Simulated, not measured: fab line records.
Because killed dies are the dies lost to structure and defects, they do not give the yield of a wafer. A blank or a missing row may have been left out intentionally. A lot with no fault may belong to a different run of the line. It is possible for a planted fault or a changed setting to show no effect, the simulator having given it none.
fab line records -- flow rit_cmos
record lots=15, wafers=45, last_day=7
route steps=202 shown PSD@147
lots untouched by any fault: they come from a run of this same line in which no faults occurred
start_h: the number of hours between the record's first day and the start of the first shown wafer of the lot -- wait_h: time in hours since the lot's previous step -- " identical to the entry in the row above -- L1.1+2: one row covering several wafers at once -- - no value, or no start was given -- * or withheld: withheld -- < > ~ a bound
route shown NAME@n: a module of which the file shows steps, and the number in the route of the first -- usual: mean and standard deviation over wafers with no fault -- same: alike in all rows -- chamber/n: place in a boat -- sites: per-site readings -- _std_site: their standard deviation -- _edge_site: outer sites' mean less inner sites' -- radius_mm: how far each site lies from the wafer's centre -- mask NAME#n: copy n -- behind: the last tool/chamber to shape the wafer -- hold: cause of the lot's hold/its duration in hours/its outcome -- device: the n, p or np transistor that did not switch -- end of line: tests run on the same wafers once the route is complete -- a step given without rows: its recipe and nothing more -- killed: at the first sort, the dies lost to defects and structure; wafer yield is something else -- map: the dies of a wafer, with x for killed, . for not killed, _ for no die there
set.NAME: the setting the step ran with; set.NAME@STEP: the setting that earlier step ran with -- model.NAME: the simulator's own value behind a step, which no gauge read
the route's steps for a sample of lots (tables are steps, rows are wafers)
## steps
# step RIT_PSD_DEVELOP_05
# recipe resist=NOVOLAK, develop_time_s=50, dev_temp_c=23
lot.wafer,tool,chamber,start_h,wait_h
L816.1+2+3,litho_track-04,0,58,-
L817.2+4+5,litho_track-03,0,63,-
L818.1+2+5,litho_track-04,0,65,-
L819.3+4+5,litho_track-04,0,69,-
L820.4+5+6,litho_track-04,0,75,-
L821.2+3+6,litho_track-04,0,79,-
L829.2+4+5,litho_track-03,0,118,-
L830.3+4+6,litho_track-03,0,123,-
L831.3+4+6,litho_track-03,0,128,-
L832.3+5+6,litho_track-03,0,132,-
L834.1+2+3,litho_track-01,0,143,-
L835.1+3+4,litho_track-03,0,148,-
L836.1+3+4,litho_track-01,0,153,-
L837.1+3+5,litho_track-04,0,158,-
L838.1+2+4,litho_track-01,0,163,-
# step RIT_PSD_TW_MEAS_10
# usual PSD_TW=3427/30
lot.wafer,tool,chamber,start_h,wait_h,PSD_TW
L816.1,film_metro-01,-,59.14,0.1,3432
L816.2,film_metro-01,-,59.14,0.1,3415
L816.3,film_metro-01,-,59.14,0.1,3406
L817.2,film_metro-01,-,64.49,0.1,3397
L817.4,film_metro-01,-,64.49,0.1,3404
L817.5,film_metro-01,-,64.49,0.1,3411
L818.1,film_metro-02,-,66.09,0.1,3476
L818.2,film_metro-02,-,66.09,0.1,3444
L818.5,film_metro-02,-,66.09,0.1,3444
L819.3,film_metro-01,-,70.54,0.1,30
L819.4,film_metro-01,-,70.54,0.1,30
L819.5,film_metro-01,-,70.54,0.1,30
L820.4,film_metro-02,-,76.06,0.1,30
L820.5,film_metro-02,-,76.06,0.1,30
L820.6,film_metro-02,-,76.06,0.1,30
L821.2,film_metro-03,-,79.80,0.1,30
L821.3,film_metro-03,-,79.80,0.1,30
L821.6,film_metro-03,-,79.80,0.1,30
L829.2,film_metro-02,-,119.20,0.1,3462
L829.4,film_metro-02,-,119.20,0.1,3471
L829.5,film_metro-02,-,119.20,0.1,3469
L830.3,film_metro-01,-,124.23,0.1,3413
L830.4,film_metro-01,-,124.23,0.1,3417
L830.6,film_metro-01,-,124.23,0.1,3405
L831.3,film_metro-01,-,129.03,0.1,3426
L831.4,film_metro-01,-,129.03,0.1,3421
L831.6,film_metro-01,-,129.03,0.1,3433
L832.3,film_metro-01,-,133.13,0.1,3410
L832.5,film_metro-01,-,133.13,0.1,3411
L832.6,film_metro-01,-,133.13,0.1,3409
L834.1,film_metro-01,-,144.25,0.1,3398
L834.2,film_metro-01,-,144.25,0.1,3384
L834.3,film_metro-01,-,144.25,0.1,3404
L835.1,film_metro-03,-,148.71,0.1,3441
L835.3,film_metro-03,-,148.71,0.1,3453
L835.4,film_metro-03,-,148.71,0.1,3435
L836.1,film_metro-03,-,154.49,0.1,3451
L836.3,film_metro-03,-,154.49,0.1,3441
L836.4,film_metro-03,-,154.49,0.1,3440
L837.1,film_metro-02,-,158.66,0.1,3477
L837.3,film_metro-02,-,158.66,0.1,3468
L837.5,film_metro-02,-,158.66,0.1,3487
L838.1,film_metro-03,-,164.28,0.1,3427
L838.2,film_metro-03,-,164.28,0.1,3424
L838.4,film_metro-03,-,164.28,0.1,3436
## key
first_sign step=RIT_PSD_TW_MEAS_10, reading=PSD_TW, direction=down, sigmas=99+, usual=3427, struck=30
effect none on later readings
met_at RIT_PSD_DEVELOP_05
struck_lots L819,L820,L821
sort_left_out L819.3,L819.4,L819.5,L820.4,L820.5,L820.6,L821.2,L821.3,L821.6
tester_left_out L819,L820,L821
onset_between 65 69
fault kind=process_parameter_drift, tool=litho_track-04, chamber=-, onset_h=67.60, steps=RIT_PSD_DEVELOP_05, channel=develop_time_s, offset=*, shape=step, end_h=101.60, acts_in=*, stated=*
# tester_left_out: of these lots the tester's yield and bins aren't shown, on N5 and GAA mostly nor the transistor test; their killed dies are dies lost to structure and defects alone, not to doping, threshold or leakage, so they don't give the yield
# sort_left_out: the simulated sort isn't trusted on such a fault, so these wafers' sort isn't shown, and their yield isn't known
